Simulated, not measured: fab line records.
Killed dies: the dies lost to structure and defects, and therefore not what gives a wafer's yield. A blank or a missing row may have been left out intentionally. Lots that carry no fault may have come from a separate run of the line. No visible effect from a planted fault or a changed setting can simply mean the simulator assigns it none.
Which tool did it? -- flow ritCmos -- route of 202 steps, sampled at 1 step: 14 lots, 42 wafers

## WHAT THE GAUGES SHOWED, per wafer
Not one reading of a measure or inspect step in the record can be checked against a usual standard deviation.

## TOOL THAT RAN EACH LOT (tool first, then ch and the chambers of the sampled wafers, then the start)
lot,RIT_PWELL_PEB_04
L720,"lithoTrack-01 ch 0, day 1 22:03"
L721,"lithoTrack-01 ch 0, day 2 02:34"
L723,"lithoTrack-02 ch 0, day 2 17:53"
L724,"lithoTrack-01 ch 0, day 3 00:35"
L725,"lithoTrack-03 ch 0, day 3 00:40"
L726,"lithoTrack-02 ch 0, day 3 06:02"
L727,"lithoTrack-01 ch 0, day 3 09:50"
L728,"lithoTrack-02 ch 0, day 3 14:13"
L735,"lithoTrack-03 ch 0, day 5 02:26"
L737,"lithoTrack-03, day 5 10:55"
L738,"lithoTrack-02, day 5 15:56"
L741,"lithoTrack-03 ch 0, day 6 07:49"
L742,"lithoTrack-03 ch 0, day 6 11:37"
L743,"lithoTrack-02 ch 0, day 6 16:33"
- RIT_PWELL_PEB_04

## WHAT THE TOOLS THEMSELVES READ (means of the sampled wafers that have a number; where no wafer has one, the mark that the record gives instead)
RIT_PWELL_PEB_04. Usual: exhaustPa at 45.1 Pa, with a standard deviation of 0.87.
lot,tool,exhaustPa (Pa),flag
L720,lithoTrack-01,46.1,
L721,lithoTrack-01,45.5,
L723,lithoTrack-02,45.2,
L724,lithoTrack-01,46.0,
L725,lithoTrack-03,46.0,
L726,lithoTrack-02,45.4,
L727,lithoTrack-01,45.3,
L728,lithoTrack-02,45.4,
L735,lithoTrack-03,45.6,
L737,lithoTrack-03,-,OFF
L738,lithoTrack-02,-,OFF
L741,lithoTrack-03,45.6,
L742,lithoTrack-03,44.4,
L743,lithoTrack-02,44.4,

## THE ANSWER, worked out from the rows above alone
Rule: lot off if the mean of its wafers having a number is beyond 3 standard deviations from the usual mean. Also off: a lot with no number at a reading for which 4 or more lots have one. Any other lot the step has rows for is counted as sound. The gauges are gone through in route order, then the tools' own readings, and for those a lot's mean is taken as printed above. The first step at which some lot is off is used, and at that step the reading that is off furthest; a lot without a number counts as furthest.
Off: L737, L738 (RIT_PWELL_PEB_04, exhaustPa). Without a number there: L737, L738.
A tool fits if, at that step or a process step before it, it ran every lot that is off, and no sound lot after the first of them. No candidate that was tried fits.

## WHAT THE SIMULATOR HAD INSERTED
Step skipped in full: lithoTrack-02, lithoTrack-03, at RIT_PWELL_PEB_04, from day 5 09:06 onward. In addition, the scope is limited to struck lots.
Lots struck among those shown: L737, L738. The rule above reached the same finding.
